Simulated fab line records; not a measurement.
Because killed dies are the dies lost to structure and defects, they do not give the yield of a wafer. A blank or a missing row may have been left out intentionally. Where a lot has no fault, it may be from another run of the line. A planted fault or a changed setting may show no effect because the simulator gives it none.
fab line records || flow rit-cmos
record: {"lots": 7, "wafers": 21, "last-day": 7}
route steps=202 shown GATE@77 FOX2@80 M1@202
lots untouched by any fault: they come from a run of this same line in which no faults occurred
start-h: start of the lot's first displayed wafer, in hours after the record's first day || wait-h: hours from the lot's prior step to this one || " unchanged from the row above || L1.1+2: one row covering several wafers at once || - no value, or no start was given || * or withheld: withheld || < > ~ a bound
route shown NAME@n: a module of which the file shows steps, and the number in the route of the first || usual: mean/standard deviation of fault-free wafers || same: alike in all rows || chamber/n: place in a boat || sites: the reading at each site || _std_site: the values' standard deviation || _edge_site: mean of outer sites minus mean of inner sites || radius-mm: how far each site lies from the wafer's centre || mask NAME#n: copy n || behind: the tool/chamber that last shaped the wafer || hold: what put the lot on hold/how long, in hours/how the hold closed || device: the transistor (n, p or np) that didn't switch || end of line: tests of these same wafers at the route's end || a step with no rows: only its recipe || killed: the dies lost at the first sort to structure and to defects; this is not the yield of the wafer || map: dies across one wafer; x = killed, . = not, _ = none there
set.NAME: the run value of the setting; set.NAME@STEP: its run value at that earlier step || model.NAME: the simulator's own value behind a step, which no gauge read
a table for each step, a row for each wafer; lots at some steps of the route
services: when a tool's chamber went out of use (start-h, in hours from the record's first day, below 0 if earlier), for how many hours, and the reason
== steps ==
step: RIT_GATE_CLEAN_02
recipe: {"chemistry": "dHF", "dilution": "50:1", "time-s": 30}
step: RIT_GATE_CLEAN_03
recipe: {"chemistry": "SC2", "mix": "3:3:50", "time-s": 600, "temp-c": 75, "dry": "n2-spin"}
step: RIT_GATE_CLEAN_04
recipe: {"chemistry": "dHF", "dilution": "50:1", "time-s": 60, "dry": "n2-spin"}
step: RIT_FOX2_THK_MEAS_91
recipe: {"reads": "SiO2_of_FOX2_OXIDATION_00"}
usual: {"FIELD_OXIDE_LEFT_2_THK": "257/7.1"}
{"lot.wafer": "L843.1", "tool": "film-metro-04", "chamber": "-", "start-h": 39.09, "wait-h": 0.0, "FIELD_OXIDE_LEFT_2_THK[nm]": 259}
{"lot.wafer": "L843.3", "tool": "film-metro-04", "chamber": "-", "start-h": 39.09, "wait-h": 0.0, "FIELD_OXIDE_LEFT_2_THK[nm]": 251}
{"lot.wafer": "L843.5", "tool": "film-metro-04", "chamber": "-", "start-h": 39.09, "wait-h": 0.0, "FIELD_OXIDE_LEFT_2_THK[nm]": 252}
{"lot.wafer": "L849.1", "tool": "film-metro-03", "chamber": "-", "start-h": 68.85, "wait-h": 0.0, "FIELD_OXIDE_LEFT_2_THK[nm]": 265}
{"lot.wafer": "L849.3", "tool": "film-metro-03", "chamber": "-", "start-h": 68.85, "wait-h": 0.0, "FIELD_OXIDE_LEFT_2_THK[nm]": 267}
{"lot.wafer": "L849.4", "tool": "film-metro-03", "chamber": "-", "start-h": 68.85, "wait-h": 0.0, "FIELD_OXIDE_LEFT_2_THK[nm]": 268}
{"lot.wafer": "L851.1", "tool": "film-metro-03", "chamber": "-", "start-h": 77.17, "wait-h": 0.0, "FIELD_OXIDE_LEFT_2_THK[nm]": 245}
{"lot.wafer": "L851.2", "tool": "film-metro-03", "chamber": "-", "start-h": 77.17, "wait-h": 0.0, "FIELD_OXIDE_LEFT_2_THK[nm]": 246}
{"lot.wafer": "L851.6", "tool": "film-metro-03", "chamber": "-", "start-h": 77.17, "wait-h": 0.0, "FIELD_OXIDE_LEFT_2_THK[nm]": 248}
{"lot.wafer": "L852.1", "tool": "film-metro-04", "chamber": "-", "start-h": 82.46, "wait-h": 0.0, "FIELD_OXIDE_LEFT_2_THK[nm]": 267}
{"lot.wafer": "L852.4", "tool": "film-metro-04", "chamber": "-", "start-h": 82.46, "wait-h": 0.0, "FIELD_OXIDE_LEFT_2_THK[nm]": 278}
{"lot.wafer": "L852.6", "tool": "film-metro-04", "chamber": "-", "start-h": 82.46, "wait-h": 0.0, "FIELD_OXIDE_LEFT_2_THK[nm]": 271}
{"lot.wafer": "L853.1", "tool": "film-metro-03", "chamber": "-", "start-h": 89.55, "wait-h": 0.0, "FIELD_OXIDE_LEFT_2_THK[nm]": 256}
{"lot.wafer": "L853.3", "tool": "film-metro-03", "chamber": "-", "start-h": 89.55, "wait-h": 0.0, "FIELD_OXIDE_LEFT_2_THK[nm]": 246}
{"lot.wafer": "L853.4", "tool": "film-metro-03", "chamber": "-", "start-h": 89.55, "wait-h": 0.0, "FIELD_OXIDE_LEFT_2_THK[nm]": 246}
{"lot.wafer": "L859.1", "tool": "film-metro-03", "chamber": "-", "start-h": 120.25, "wait-h": 0.0, "FIELD_OXIDE_LEFT_2_THK[nm]": 258}
{"lot.wafer": "L859.2", "tool": "film-metro-03", "chamber": "-", "start-h": 120.25, "wait-h": 0.0, "FIELD_OXIDE_LEFT_2_THK[nm]": 258}
{"lot.wafer": "L859.5", "tool": "film-metro-03", "chamber": "-", "start-h": 120.25, "wait-h": 0.0, "FIELD_OXIDE_LEFT_2_THK[nm]": 258}
{"lot.wafer": "L862.1", "tool": "film-metro-02", "chamber": "-", "start-h": 134.82, "wait-h": 0.0, "FIELD_OXIDE_LEFT_2_THK[nm]": 254}
{"lot.wafer": "L862.5", "tool": "film-metro-02", "chamber": "-", "start-h": 134.82, "wait-h": 0.0, "FIELD_OXIDE_LEFT_2_THK[nm]": 255}
{"lot.wafer": "L862.6", "tool": "film-metro-02", "chamber": "-", "start-h": 134.82, "wait-h": 0.0, "FIELD_OXIDE_LEFT_2_THK[nm]": 254}
step: RIT_GATE_OXIDATION_05
recipe: {"temp-c": 900, "ambient": "O2", "target-thk-a": 30, "ox-time-s": 270}
step: RIT_GATE_ANNEAL_06
recipe: {"temp-c": 900, "time-s": 600, "ambient": "N2O"}
step: RIT_GATE_THK_MEAS_07
recipe: {"reads": "SiO2_of_GATE_OXIDATION_05"}
usual: {"GATE_OXIDE_THK": "3.01/0.061"}
{"lot.wafer": "L843.1", "tool": "film-metro-02", "chamber": "-", "start-h": 40.55, "wait-h": 0.0, "GATE_OXIDE_THK[nm]": 3.13}
{"lot.wafer": "L843.3", "tool": "film-metro-02", "chamber": "-", "start-h": 40.55, "wait-h": 0.0, "GATE_OXIDE_THK[nm]": 3.10}
{"lot.wafer": "L843.5", "tool": "film-metro-02", "chamber": "-", "start-h": 40.55, "wait-h": 0.0, "GATE_OXIDE_THK[nm]": 3.02}
{"lot.wafer": "L849.1", "tool": "film-metro-02", "chamber": "-", "start-h": 73.36, "wait-h": 0.0, "GATE_OXIDE_THK[nm]": 2.98}
{"lot.wafer": "L849.3", "tool": "film-metro-02", "chamber": "-", "start-h": 73.36, "wait-h": 0.0, "GATE_OXIDE_THK[nm]": 2.96}
{"lot.wafer": "L849.4", "tool": "film-metro-02", "chamber": "-", "start-h": 73.36, "wait-h": 0.0, "GATE_OXIDE_THK[nm]": 3.03}
{"lot.wafer": "L851.1", "tool": "film-metro-03", "chamber": "-", "start-h": 79.54, "wait-h": 0.0, "GATE_OXIDE_THK[nm]": 2.93}
{"lot.wafer": "L851.2", "tool": "film-metro-03", "chamber": "-", "start-h": 79.54, "wait-h": 0.0, "GATE_OXIDE_THK[nm]": 2.88}
{"lot.wafer": "L851.6", "tool": "film-metro-03", "chamber": "-", "start-h": 79.54, "wait-h": 0.0, "GATE_OXIDE_THK[nm]": 2.91}
{"lot.wafer": "L852.1", "tool": "film-metro-04", "chamber": "-", "start-h": 85.16, "wait-h": 0.0, "GATE_OXIDE_THK[nm]": 2.97}
{"lot.wafer": "L852.4", "tool": "film-metro-04", "chamber": "-", "start-h": 85.16, "wait-h": 0.0, "GATE_OXIDE_THK[nm]": 2.93}
{"lot.wafer": "L852.6", "tool": "film-metro-04", "chamber": "-", "start-h": 85.16, "wait-h": 0.0, "GATE_OXIDE_THK[nm]": 3.04}
{"lot.wafer": "L853.1", "tool": "film-metro-03", "chamber": "-", "start-h": 93.40, "wait-h": 0.0, "GATE_OXIDE_THK[nm]": 2.95}
{"lot.wafer": "L853.3", "tool": "film-metro-03", "chamber": "-", "start-h": 93.40, "wait-h": 0.0, "GATE_OXIDE_THK[nm]": 3.07}
{"lot.wafer": "L853.4", "tool": "film-metro-03", "chamber": "-", "start-h": 93.40, "wait-h": 0.0, "GATE_OXIDE_THK[nm]": 3.06}
{"lot.wafer": "L859.1", "tool": "film-metro-03", "chamber": "-", "start-h": 129.61, "wait-h": 0.0, "GATE_OXIDE_THK[nm]": 2.94}
{"lot.wafer": "L859.2", "tool": "film-metro-03", "chamber": "-", "start-h": 129.61, "wait-h": 0.0, "GATE_OXIDE_THK[nm]": 2.98}
{"lot.wafer": "L859.5", "tool": "film-metro-03", "chamber": "-", "start-h": 129.61, "wait-h": 0.0, "GATE_OXIDE_THK[nm]": 3.02}
{"lot.wafer": "L862.1", "tool": "film-metro-03", "chamber": "-", "start-h": 149.01, "wait-h": 0.0, "GATE_OXIDE_THK[nm]": 3.00}
{"lot.wafer": "L862.5", "tool": "film-metro-03", "chamber": "-", "start-h": 149.01, "wait-h": 0.0, "GATE_OXIDE_THK[nm]": 3.02}
{"lot.wafer": "L862.6", "tool": "film-metro-03", "chamber": "-", "start-h": 149.01, "wait-h": 0.0, "GATE_OXIDE_THK[nm]": 3.02}
step: RIT_GATE_CVD_08
recipe: {"material": "poly-Si", "target-thk-nm": 250, "temp-c": 610, "precursor": "SiH4", "time-s": 2220, "pressure-mtorr": 300, "sih4-flow-sccm": 100}
step: RIT_GATE_THK_MEAS_09
recipe: {"reads": "poly-Si_of_GATE_CVD_08"}
usual: {"GATE_POLY_THK": "250.4/2"}
{"lot.wafer": "L843.1", "tool": "film-metro-03", "chamber": "-", "start-h": 42.22, "wait-h": 0.0, "GATE_POLY_THK[nm]": 246.4}
{"lot.wafer": "L843.3", "tool": "film-metro-03", "chamber": "-", "start-h": 42.22, "wait-h": 0.0, "GATE_POLY_THK[nm]": 246.7}
{"lot.wafer": "L843.5", "tool": "film-metro-03", "chamber": "-", "start-h": 42.22, "wait-h": 0.0, "GATE_POLY_THK[nm]": 247.4}
{"lot.wafer": "L849.1", "tool": "film-metro-02", "chamber": "-", "start-h": 75.04, "wait-h": 0.0, "GATE_POLY_THK[nm]": 249.8}
{"lot.wafer": "L849.3", "tool": "film-metro-02", "chamber": "-", "start-h": 75.04, "wait-h": 0.0, "GATE_POLY_THK[nm]": 249.8}
{"lot.wafer": "L849.4", "tool": "film-metro-02", "chamber": "-", "start-h": 75.04, "wait-h": 0.0, "GATE_POLY_THK[nm]": 250.7}
{"lot.wafer": "L851.1", "tool": "film-metro-02", "chamber": "-", "start-h": 81.21, "wait-h": 0.0, "GATE_POLY_THK[nm]": 247.9}
{"lot.wafer": "L851.2", "tool": "film-metro-02", "chamber": "-", "start-h": 81.21, "wait-h": 0.0, "GATE_POLY_THK[nm]": 250.6}
{"lot.wafer": "L851.6", "tool": "film-metro-02", "chamber": "-", "start-h": 81.21, "wait-h": 0.0, "GATE_POLY_THK[nm]": 248.2}
{"lot.wafer": "L852.1", "tool": "film-metro-04", "chamber": "-", "start-h": 86.83, "wait-h": 0.0, "GATE_POLY_THK[nm]": 248.1}
{"lot.wafer": "L852.4", "tool": "film-metro-04", "chamber": "-", "start-h": 86.83, "wait-h": 0.0, "GATE_POLY_THK[nm]": 247.0}
{"lot.wafer": "L852.6", "tool": "film-metro-04", "chamber": "-", "start-h": 86.83, "wait-h": 0.0, "GATE_POLY_THK[nm]": 248.4}
{"lot.wafer": "L853.1", "tool": "film-metro-02", "chamber": "-", "start-h": 95.89, "wait-h": 0.0, "GATE_POLY_THK[nm]": 247.0}
{"lot.wafer": "L853.3", "tool": "film-metro-02", "chamber": "-", "start-h": 95.89, "wait-h": 0.0, "GATE_POLY_THK[nm]": 247.0}
{"lot.wafer": "L853.4", "tool": "film-metro-02", "chamber": "-", "start-h": 95.89, "wait-h": 0.0, "GATE_POLY_THK[nm]": 247.7}
{"lot.wafer": "L859.1", "tool": "film-metro-04", "chamber": "-", "start-h": 131.28, "wait-h": 0.0, "GATE_POLY_THK[nm]": 248.6}
{"lot.wafer": "L859.2", "tool": "film-metro-04", "chamber": "-", "start-h": 131.28, "wait-h": 0.0, "GATE_POLY_THK[nm]": 248.0}
{"lot.wafer": "L859.5", "tool": "film-metro-04", "chamber": "-", "start-h": 131.28, "wait-h": 0.0, "GATE_POLY_THK[nm]": 250.0}
{"lot.wafer": "L862.1", "tool": "film-metro-03", "chamber": "-", "start-h": 150.69, "wait-h": 0.0, "GATE_POLY_THK[nm]": 252.5}
{"lot.wafer": "L862.5", "tool": "film-metro-03", "chamber": "-", "start-h": 150.69, "wait-h": 0.0, "GATE_POLY_THK[nm]": 251.9}
{"lot.wafer": "L862.6", "tool": "film-metro-03", "chamber": "-", "start-h": 150.69, "wait-h": 0.0, "GATE_POLY_THK[nm]": 249.9}
step: RIT_GATE_HMDS_10
recipe: {"prime-time-s": 60, "prime-temp-c": 140}
step: RIT_GATE_COAT_11
recipe: {"resist": "NOVOLAK", "spin-rpm": 4250, "resist-thk-nm": 850}
step: RIT_GATE_SOFTBAKE_12
recipe: {"resist": "NOVOLAK", "temp-c": 90, "time-s": 60}
step: RIT_GATE_EXPOSE_13
recipe: {"mask-id": "M6", "na": 0.6, "source-shape": "conventional", "sigma-outer": 0.6, "target-cd-nm": 150, "dose-mj": 385}
same: {"sigma-outer": 0.6}
{"lot.wafer": "L843.1+3+5", "tool": "iline-stepper-02", "chamber": 0, "start-h": 42.86, "wait-h": 0.2, "mask": "M6#0", "model.GATE.overlay-x-nm": 0.07528}
{"lot.wafer": "L849.1+3+4", "tool": "iline-stepper-02", "chamber": 0, "start-h": 75.68, "wait-h": 0.2, "mask": "M6#0", "model.GATE.overlay-x-nm": 1.252}
{"lot.wafer": "L851.1+2+6", "tool": "iline-stepper-02", "chamber": 0, "start-h": 81.72, "wait-h": 0.1, "mask": "M6#0", "model.GATE.overlay-x-nm": 1.656}
{"lot.wafer": "L852.1+4+6", "tool": "iline-stepper-02", "chamber": 0, "start-h": 87.34, "wait-h": 0.1, "mask": "M6#0", "model.GATE.overlay-x-nm": 0.9492}
{"lot.wafer": "L853.1+3+4", "tool": "iline-stepper-02", "chamber": 0, "start-h": 96.40, "wait-h": 0.1, "mask": "M6#0", "model.GATE.overlay-x-nm": 2.053}
{"lot.wafer": "L859.1+2+5", "tool": "iline-stepper-01", "chamber": 0, "start-h": 131.92, "wait-h": 0.2, "mask": "M6#0", "model.GATE.overlay-x-nm": 0.4503}
{"lot.wafer": "L862.1+5+6", "tool": "iline-stepper-01", "chamber": 0, "start-h": 151.32, "wait-h": 0.2, "mask": "M6#0", "model.GATE.overlay-x-nm": -0.02157}
step: RIT_GATE_PEB_14
recipe: {"resist": "NOVOLAK", "temp-c": "withheld", "time-s": "withheld"}
step: RIT_M1_PROBE_99
usual: {"killed-at-contacts": "0.1/0.25", "killed-at-front-end": "7/3.3", "killed-dies": "7/3.2", "killed-open": "3.6/2.2", "killed-short": "3.5/2"}
same: {"gross-dies": 264, "killed_at_M0_to_M3": 0, "killed_at_M4_up": 0, "killed-at-back-side": 0, "killed-at-other": 0}
{"lot.wafer": "L843.1", "tool": "prober-01", "chamber": "-", "start-h": 63.63, "wait-h": 0.1, "killed-at-contacts": 0, "killed-at-front-end": 1, "killed-dies": 1, "killed-open": 0, "killed-short": 1}
{"lot.wafer": "L843.3", "tool": "prober-01", "chamber": "-", "start-h": 63.73, "wait-h": 0.2, "killed-at-contacts": 0, "killed-at-front-end": 4, "killed-dies": 4, "killed-open": 3, "killed-short": 1}
{"lot.wafer": "L843.5", "tool": "prober-01", "chamber": "-", "start-h": 63.83, "wait-h": 0.2, "killed-at-contacts": 1, "killed-at-front-end": 7, "killed-dies": 8, "killed-open": 2, "killed-short": 6}
{"lot.wafer": "L849.1", "tool": "prober-01", "chamber": "-", "start-h": 96.76, "wait-h": 0.1, "killed-at-contacts": 0, "killed-at-front-end": 3, "killed-dies": 3, "killed-open": 3, "killed-short": 0}
{"lot.wafer": "L849.3", "tool": "prober-01", "chamber": "-", "start-h": 96.86, "wait-h": 0.2, "killed-at-contacts": 0, "killed-at-front-end": 16, "killed-dies": 16, "killed-open": 7, "killed-short": 9}
{"lot.wafer": "L849.4", "tool": "prober-01", "chamber": "-", "start-h": 96.91, "wait-h": 0.2, "killed-at-contacts": 0, "killed-at-front-end": 11, "killed-dies": 11, "killed-open": 8, "killed-short": 3}
{"lot.wafer": "L851.1", "tool": "prober-01", "chamber": "-", "start-h": 102.28, "wait-h": 0.1, "killed-at-contacts": 0, "killed-at-front-end": 4, "killed-dies": 4, "killed-open": 2, "killed-short": 2}
{"lot.wafer": "L851.2", "tool": "prober-01", "chamber": "-", "start-h": 102.33, "wait-h": 0.1, "killed-at-contacts": 0, "killed-at-front-end": 9, "killed-dies": 9, "killed-open": 5, "killed-short": 4}
{"lot.wafer": "L851.6", "tool": "prober-01", "chamber": "-", "start-h": 102.53, "wait-h": 0.2, "killed-at-contacts": 0, "killed-at-front-end": 8, "killed-dies": 8, "killed-open": 2, "killed-short": 6}
{"lot.wafer": "L852.1", "tool": "prober-02", "chamber": "-", "start-h": 109.34, "wait-h": 0.1, "killed-at-contacts": 0, "killed-at-front-end": 8, "killed-dies": 8, "killed-open": 3, "killed-short": 5}
{"lot.wafer": "L852.4", "tool": "prober-02", "chamber": "-", "start-h": 109.49, "wait-h": 0.2, "killed-at-contacts": 0, "killed-at-front-end": 5, "killed-dies": 5, "killed-open": 2, "killed-short": 3}
{"lot.wafer": "L852.6", "tool": "prober-02", "chamber": "-", "start-h": 109.59, "wait-h": 0.2, "killed-at-contacts": 0, "killed-at-front-end": 9, "killed-dies": 9, "killed-open": 4, "killed-short": 5}
{"lot.wafer": "L853.1", "tool": "prober-01", "chamber": "-", "start-h": 118.25, "wait-h": 0.1, "killed-at-contacts": 0, "killed-at-front-end": 2, "killed-dies": 2, "killed-open": 1, "killed-short": 1}
{"lot.wafer": "L853.3", "tool": "prober-01", "chamber": "-", "start-h": 118.35, "wait-h": 0.2, "killed-at-contacts": 0, "killed-at-front-end": 1, "killed-dies": 1, "killed-open": 0, "killed-short": 1}
{"lot.wafer": "L853.4", "tool": "prober-01", "chamber": "-", "start-h": 118.40, "wait-h": 0.2, "killed-at-contacts": 0, "killed-at-front-end": 7, "killed-dies": 7, "killed-open": 3, "killed-short": 4}
{"lot.wafer": "L859.1", "tool": "prober-01", "chamber": "-", "start-h": 154.76, "wait-h": 0.1, "killed-at-contacts": 1, "killed-at-front-end": 9, "killed-dies": 10, "killed-open": 5, "killed-short": 5}
{"lot.wafer": "L859.2", "tool": "prober-01", "chamber": "-", "start-h": 154.81, "wait-h": 0.1, "killed-at-contacts": 0, "killed-at-front-end": 14, "killed-dies": 14, "killed-open": 5, "killed-short": 9}
{"lot.wafer": "L859.5", "tool": "prober-01", "chamber": "-", "start-h": 154.96, "wait-h": 0.2, "killed-at-contacts": 0, "killed-at-front-end": 8, "killed-dies": 8, "killed-open": 5, "killed-short": 3}
{"lot.wafer": "L862.1", "tool": "prober-02", "chamber": "-", "start-h": 178.61, "wait-h": 0.1, "killed-at-contacts": 0, "killed-at-front-end": 10, "killed-dies": 10, "killed-open": 5, "killed-short": 5}
{"lot.wafer": "L862.5", "tool": "prober-02", "chamber": "-", "start-h": 178.81, "wait-h": 0.2, "killed-at-contacts": 0, "killed-at-front-end": 1, "killed-dies": 1, "killed-open": 1, "killed-short": 0}
{"lot.wafer": "L862.6", "tool": "prober-02", "chamber": "-", "start-h": 178.86, "wait-h": 0.2, "killed-at-contacts": 1, "killed-at-front-end": 3, "killed-dies": 4, "killed-open": 2, "killed-short": 2}
killed by level:class
L843.1 REOX:geometric-particle:short=1
L843.3 GATE:geometric-particle:open=1 REOX:geometric-particle:open=1 SPACER:geometric-particle:short=1 SILICIDE:geometric-particle:open=1
L843.5 SPACER:geometric-particle:short=3 GATE:geometric-particle:short=1 GATE:geometric-particle:open=1 SPACER:geometric-particle:open=1 SILICIDE:geometric-particle:short=1 CONTACT:geometric-particle:short=1
L849.1 GATE:geometric-particle:open=2 SPACER:geometric-particle:open=1
L849.3 GATE:geometric-particle:short=4 REOX:geometric-particle:short=3 REOX:geometric-particle:open=3 GATE:geometric-particle:open=2 FOX1:geometric-particle:short=1 SPACER:geometric-particle:open=1 SILICIDE:geometric-particle:short=1 SILICIDE:geometric-particle:open=1
L849.4 SPACER:geometric-particle:open=4 REOX:geometric-particle:open=2 FOX2:geometric-particle:open=1 GATE:geometric-particle:short=1 GATE:geometric-particle:open=1 REOX:geometric-particle:short=1 SPACER:geometric-particle:short=1
L851.1 FOX1:geometric-particle:short=1 FOX1:geometric-particle:open=1 SPACER:geometric-particle:open=1 SPACER:geometric-particle:short=1
L851.2 SILICIDE:geometric-particle:short=2 SILICIDE:geometric-particle:open=2 FOX1:geometric-particle:short=1 GATE:geometric-particle:open=1 REOX:geometric-particle:open=1 SPACER:geometric-particle:short=1 SPACER:geometric-particle:open=1
L851.6 GATE:geometric-particle:short=3 SPACER:geometric-particle:short=2 FOX2:geometric-particle:short=1 GATE:geometric-particle:open=1 SPACER:geometric-particle:open=1
L852.1 GATE:geometric-particle:short=4 FOX1:geometric-particle:open=2 FOX1:geometric-particle:short=1 GATE:geometric-particle:open=1
L852.4 GATE:geometric-particle:short=1 REOX:geometric-particle:open=1 SPACER:geometric-particle:short=1 SILICIDE:geometric-particle:short=1 SILICIDE:geometric-particle:open=1
L852.6 GATE:geometric-particle:short=3 GATE:geometric-particle:open=2 SPACER:geometric-particle:short=2 FOX1:geometric-particle:open=1 SPACER:geometric-particle:open=1
L853.1 FOX1:geometric-particle:open=1 FOX2:geometric-particle:short=1
L853.3 REOX:geometric-particle:short=1
L853.4 GATE:geometric-particle:short=3 GATE:geometric-particle:open=2 FOX1:geometric-particle:short=1 FOX1:geometric-particle:open=1
L859.1 GATE:geometric-particle:short=3 SPACER:geometric-particle:open=2 SPACER:geometric-particle:short=2 GATE:geometric-particle:open=1 REOX:geometric-particle:open=1 CONTACT:geometric-particle:open=1
L859.2 GATE:geometric-particle:short=4 FOX2:geometric-particle:short=3 SPACER:geometric-particle:open=3 FOX2:geometric-particle:open=1 REOX:geometric-particle:open=1 SPACER:geometric-particle:short=1 SILICIDE:geometric-particle:short=1
L859.5 ACTIVE:geometric-particle:open=1 GATE:geometric-particle:open=1 REOX:geometric-particle:open=1 GATE:geometric-particle:short=1 REOX:geometric-particle:short=1 SPACER:geometric-particle:open=1 SPACER:geometric-particle:short=1 SILICIDE:geometric-particle:open=1
L862.1 FOX1:geometric-particle:short=2 FOX1:geometric-particle:open=2 GATE:geometric-particle:short=1 GATE:geometric-particle:open=1 SPACER:geometric-particle:open=1 SPACER:geometric-particle:short=1 SILICIDE:geometric-particle:short=1 SILICIDE:geometric-particle:open=1
L862.5 SILICIDE:geometric-particle:open=1
L862.6 CONTACT:geometric-particle:open=1 FOX1:geometric-particle:short=1 GATE:geometric-particle:open=1 REOX:geometric-particle:short=1
== services ==
{"tool": "iline-stepper-02", "chamber": "-", "start-h": 66.17, "hours": 2.1, "kind": "pm"}
{"tool": "iline-stepper-02", "chamber": "-", "start-h": 68.25, "hours": "-", "kind": "consumable-replace:lamp"}
{"tool": "iline-stepper-01", "chamber": "-", "start-h": 83.48, "hours": 1.7, "kind": "pm"}
{"tool": "iline-stepper-02", "chamber": "-", "start-h": 99.51, "hours": 1.7, "kind": "pm"}
== key ==
first-sign none at tools or gauges
model-effect: {"step": "RIT_GATE_EXPOSE_13", "value": "GATE.overlay-x-nm", "without": -0.0705, "struck": 1.553}
met-at RIT_GATE_EXPOSE_13
struck-wafers L851.1,L851.2,L851.6,L852.1,L852.4,L852.6,L853.1,L853.3,L853.4
tester-left-out L851,L852,L853
onset-between 75.68 81.72
fault: {"kind": "scanner-matching-overlay", "tool": "iline-stepper-02", "chamber": "-", "onset-h": 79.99, "steps": "RIT_GATE_EXPOSE_13", "offset": 1.6231}
tester-left-out: of these lots the tester's yield and bins aren't shown, on N5 and GAA mostly nor the transistor test; their killed dies are dies lost to structure and defects alone, not to doping, threshold or leakage, so they don't give the yield
